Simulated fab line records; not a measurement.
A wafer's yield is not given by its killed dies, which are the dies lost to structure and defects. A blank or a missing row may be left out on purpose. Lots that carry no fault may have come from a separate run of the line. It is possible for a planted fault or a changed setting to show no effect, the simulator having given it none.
Split-lot trial :: flow berkeleyCmos170 :: route with 331 steps; 5 lots, 23 wafers read

ABOUT THE SPLIT
At UCB170_NWELL_IMPLANT_14, the setting doseCm2 was moved away from the recipe's 1e+13 on 12 of the 23 wafers read, by +3.4% to +7.4%. The other wafers ran this setting at the recipe's value.

THE PATH FROM SPLIT TO READING: the file shows 1 step between them
- UCB170_NWELL_STRIP_15: strips in O2

THE READING
NWELL_TW, at UCB170_NWELL_TW_MEAS_16. On this fab line, fault-free wafers typically give 1253 with a standard deviation of 6.8.

wafer: L075.1
tool, chamber at the split: implanter-03, 0
doseCm2 as run: 1e+13
against the recipe: recipe
NWELL_TW: 1245
against lot-mates on the recipe: -

wafer: L075.2
tool, chamber at the split: implanter-03, 0
doseCm2 as run: 1.042e+13
against the recipe: +4.2%
NWELL_TW: 1266
against lot-mates on the recipe: +16

wafer: L075.3
tool, chamber at the split: implanter-03, 0
doseCm2 as run: 1.042e+13
against the recipe: +4.2%
NWELL_TW: 1261
against lot-mates on the recipe: +10

wafer: L075.4
tool, chamber at the split: implanter-03, 0
doseCm2 as run: 1e+13
against the recipe: recipe
NWELL_TW: 1256
against lot-mates on the recipe: -

wafer: L075.5
tool, chamber at the split: implanter-03, 0
doseCm2 as run: 1.042e+13
against the recipe: +4.2%
NWELL_TW: 1269
against lot-mates on the recipe: +18

wafer: L079.2
tool, chamber at the split: implanter-01, 0
doseCm2 as run: 1.034e+13
against the recipe: +3.4%
NWELL_TW: 1271
against lot-mates on the recipe: +10

wafer: L079.3
tool, chamber at the split: implanter-01, 0
doseCm2 as run: 1e+13
against the recipe: recipe
NWELL_TW: 1263
against lot-mates on the recipe: -

wafer: L079.4
tool, chamber at the split: implanter-01, 0
doseCm2 as run: 1.034e+13
against the recipe: +3.4%
NWELL_TW: 1275
against lot-mates on the recipe: +14

wafer: L079.5
tool, chamber at the split: implanter-01, 0
doseCm2 as run: 1e+13
against the recipe: recipe
NWELL_TW: 1260
against lot-mates on the recipe: -

wafer: L079.6
tool, chamber at the split: implanter-01, 0
doseCm2 as run: 1.034e+13
against the recipe: +3.4%
NWELL_TW: 1267
against lot-mates on the recipe: +6

wafer: L083.1
tool, chamber at the split: implanter-02, 0
doseCm2 as run: 1e+13
against the recipe: recipe
NWELL_TW: 1259
against lot-mates on the recipe: -

wafer: L083.2
tool, chamber at the split: implanter-02, 0
doseCm2 as run: 1.056e+13
against the recipe: +5.6%
NWELL_TW: 1283
against lot-mates on the recipe: +22

wafer: L083.3
tool, chamber at the split: implanter-02, 0
doseCm2 as run: 1.056e+13
against the recipe: +5.6%
NWELL_TW: 1284
against lot-mates on the recipe: +23

wafer: L083.4
tool, chamber at the split: implanter-02, 0
doseCm2 as run: 1e+13
against the recipe: recipe
NWELL_TW: 1263
against lot-mates on the recipe: -

wafer: L083.6
tool, chamber at the split: implanter-02, 0
doseCm2 as run: 1.056e+13
against the recipe: +5.6%
NWELL_TW: 1281
against lot-mates on the recipe: +20

wafer: L082.1
tool, chamber at the split: implanter-01, 0
doseCm2 as run: 1e+13
against the recipe: recipe
NWELL_TW: 1258
against lot-mates on the recipe: -

wafer: L082.2
tool, chamber at the split: implanter-01, 0
doseCm2 as run: 1.074e+13
against the recipe: +7.4%
NWELL_TW: 1286
against lot-mates on the recipe: +30

wafer: L082.4
tool, chamber at the split: implanter-01, 0
doseCm2 as run: 1e+13
against the recipe: recipe
NWELL_TW: 1255
against lot-mates on the recipe: -

wafer: L082.5
tool, chamber at the split: implanter-01, 0
doseCm2 as run: 1.074e+13
against the recipe: +7.4%
NWELL_TW: 1287
against lot-mates on the recipe: +30

wafer: L082.6
tool, chamber at the split: implanter-01, 0
doseCm2 as run: 1.074e+13
against the recipe: +7.4%
NWELL_TW: 1286
against lot-mates on the recipe: +30

wafer: L084.1
tool, chamber at the split: implanter-01, 0
doseCm2 as run: 1e+13
against the recipe: recipe
NWELL_TW: 1254
against lot-mates on the recipe: -

wafer: L084.2
tool, chamber at the split: implanter-01, 0
doseCm2 as run: 1e+13
against the recipe: recipe
NWELL_TW: 1252
against lot-mates on the recipe: -

wafer: L084.5
tool, chamber at the split: implanter-01, 0
doseCm2 as run: 1e+13
against the recipe: recipe
NWELL_TW: 1262
against lot-mates on the recipe: -

FIT RESULTS
A straight line over all 23 wafers: NWELL_TW changes by +3.93 for each +1% of doseCm2; r = +0.91; the points scatter about the line by 5.3.
The same after taking each lot's own level away (the mean of its wafers on the recipe; 23 wafers): +3.88 for each +1%; r = +0.96; scatter 3.4.
Per that fit: largest doseCm2 move, reading shift of 29.
The span of the lots' own levels, 1250.5 to 1261.5, comes to 1.6 times the standard deviation stated above.
The two slopes agree, so the slope changes little with the lot-to-lot level.
Check: with one of the wafers moved furthest among these (+7.4%) left out of the fit, the line predicts +27.9 for it against its lot-mates. It came out at +29.5 against them.

ADDITIONAL SPLITS CARRIED BY THESE WAFERS
Other splits were also applied to these wafers ahead of the reading. Each is held against what the fit with the lots' levels taken away leaves over:
other split on the same wafers: UCB170_NWELL_CVD_04 tempC
wafers away from the commonest value: 10
r with NWELL_TW (lot level and that fit taken away): +0.20

FILE'S OWN FIT
NWELL_TW changes by +3.8 for each +1% of doseCm2, r = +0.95.
